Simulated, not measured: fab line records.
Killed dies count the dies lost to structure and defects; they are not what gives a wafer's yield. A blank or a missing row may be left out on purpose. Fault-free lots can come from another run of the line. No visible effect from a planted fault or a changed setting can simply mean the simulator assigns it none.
Struck lot and sound lot, side by side -- flow berkeley cmos170 -- 27 steps out of a route of 331
Sound: the wafers L427.2, L427.4, L427.5. The struck wafers were L436.3, L436.4, L436.6. The cause is named last.
For every step that has rows: the tool of each side, followed by ch and its chambers, followed by its first start. Under that, the readings that differ: sound wafers -- struck wafers -- difference of the means -- sigmas: that difference in standard deviations of wafers without a fault.
alike: readings with means less than 2 such deviations apart, plus words and numbers identical on both sides. not compared: withheld readings, readings lacking a value on some wafer, bounds such as >300 that could conceal the same value, and numbers that have no deviation in the record and whose values overlap.
The two part at a step that has a row with sigmas, a row that says differs or no value, or rows on one side only. Non-overlapping numbers with no deviation appear without sigmas and do not part them. A reading missing from all wafers of one side parts the sides only when that side holds two or more wafers.

first, 6 steps without rows for these wafers: UCB170_M2_COAT_09; UCB170_M2_COAT_10 (resist thk 900 nm); UCB170_M2_SOFTBAKE_11 (time 60 s); UCB170_M2_EXPOSE_12 (exposes mask METAL2, target cd 700 nm); UCB170_M2_PEB_13; UCB170_M2_DEVELOP_14 (develop time 45 s).
UCB170_M2_CD_MEAS_15 targets a cd of 700 nm.
  sound on cd sem-02, day 9 03:30; struck on cd sem-02, day 11 02:43
reading,sound,struck,difference,sigmas
cd nm (nm),697.5 698.4 697.8,703.5 701.9 702.6,+4.8,+4
UCB170_M2_OVL_MEAS_16:
  sound on overlay-01, day 9 03:37; struck on overlay-02, day 11 02:49
  alike: M2_OVL
UCB170_M2_ETCH_17: etches BARC in N2/H2.
  sound on rie diel-01 ch 0,1,2, day 9 03:38; struck on rie diel-03 ch 0,1,2, day 11 02:50
reading,sound,struck,difference,sigmas
oes product au (a.u.),1.037 1.010 1.006,0.970 0.976 0.984,-0.041,-2
  alike: chamber pressure mTorr, drypump motor current A, throttle valve pct
UCB170_M2_METAL_ETCH_18: etches Al in Cl2/BCl3, stops on SiO2, target depth 1170 nm, time 195 s.
  sound on rie metal-03 ch 0,1, day 9 03:41; struck on rie metal-04 ch 0,1, day 11 02:56
  alike: chamber pressure mTorr, drypump motor current A, oes product au, throttle valve pct
  not compared: rf hours counter h
UCB170_M2_STRIP_19: strips in O2.
  sound on plasma asher-02 ch 0,1, day 9 03:52; struck on plasma asher-02 ch 0,1, day 11 03:06
reading,sound,struck,difference,sigmas
oes product au (a.u.),0.567 0.563 0.542,0.538 0.497 0.493,-0.048,-3
  alike: chamber pressure mTorr, drypump motor current A
  not compared: rf hours counter h
UCB170_M2_CD_MEAS_90 targets a cd of 700 nm.
  sound on cd sem-01, day 9 03:59; struck on cd sem-02, day 11 03:13
  alike: cd nm
UCB170_V2_CVD_00: deposits SiO2 from TEOS/O2, target thk 2000 nm, time 250 s.
  sound on pecvd-01 ch 0,1,2, day 9 04:05; struck on pecvd-03 ch 0,1, day 11 03:17
  no value came back on the struck wafers for heater power w (W), pressure mtorr (mTorr); on the sound wafers heater power w (W) reads 266 320 200
UCB170_V2_CMP_02: polishes SiO2.
  sound on cmp-01 ch 0,1, day 9 04:18; struck on cmp-01 ch 0,2,3, day 11 03:33
  alike: head pressure psi, motor current A
UCB170_V2_BOW_MEAS_03:
  sound on film metro-02, day 9 04:37; struck on film metro-03, day 11 03:50
reading,sound,struck,difference,sigmas
V2_BOW (um),56 48 36,22 17 24,-26,-3
then, 7 steps without rows for these wafers: UCB170_V2_CLEAN_05 (cleans in DIW); UCB170_V2_HMDS_06 (prime time 60 s); UCB170_V2_COAT_07 (resist thk 900 nm); UCB170_V2_SOFTBAKE_08 (time 60 s); UCB170_V2_EXPOSE_09 (exposes mask VIA2, target cd 700 nm); UCB170_V2_PEB_10; UCB170_V2_DEVELOP_11 (develop time 45 s).
UCB170_V2_CD_MEAS_12 targets a cd of 700 nm.
  sound on cd sem-02, day 9 05:58; struck on cd sem-02, day 11 06:32
  alike: cd nm
UCB170_V2_OVL_MEAS_13:
  sound on overlay-01, day 9 06:05; struck on overlay-02, day 11 06:38
  alike: V2_OVL
UCB170_V2_ETCH_14: etches SiO2 in CHF3/CF4/Ar, stops on Al, target depth 1250 nm, time 291 s.
  sound on rie diel-02 ch 1,2,3, day 9 06:07; struck on rie diel-04 ch 0,1,2, day 11 06:39
reading,sound,struck,difference,sigmas
oes product au (a.u.),0.872 0.883 0.887,0.385 0.373 0.372,-0.504,-42
model.etch.depth nm (nm),1000 1001 1000,0 0 0,-1000,
  alike: chamber pressure mTorr, drypump motor current A, throttle valve pct
  not compared: rf hours counter h, model.V2.feature depth nm
UCB170_V2_STRIP_15: strips in O2.
  sound on plasma asher-01 ch 0,1, day 9 06:17; struck on plasma asher-04 ch 0,1, day 11 06:52
reading,sound,struck,difference,sigmas
drypump motor current A (A),4.7 4.7 5.9,6.5 6.6 6.6,+1.5,+2
  alike: chamber pressure mTorr, oes product au, strip time to endpoint s
  not compared: rf hours counter h
UCB170_V2_CD_MEAS_90 targets a cd of 700 nm.
  sound on cd sem-02, day 9 06:24; struck on cd sem-02, day 11 06:58
reading,sound,struck,difference,sigmas
cd nm (nm),699.4 700.4 699.5,- - -,no value on the struck wafers,

## WHERE THEY PART
Last at UCB170_V2_CD_MEAS_90 as far as this record goes, first at UCB170_M2_CD_MEAS_15.

WHY: whatever the simulator had introduced
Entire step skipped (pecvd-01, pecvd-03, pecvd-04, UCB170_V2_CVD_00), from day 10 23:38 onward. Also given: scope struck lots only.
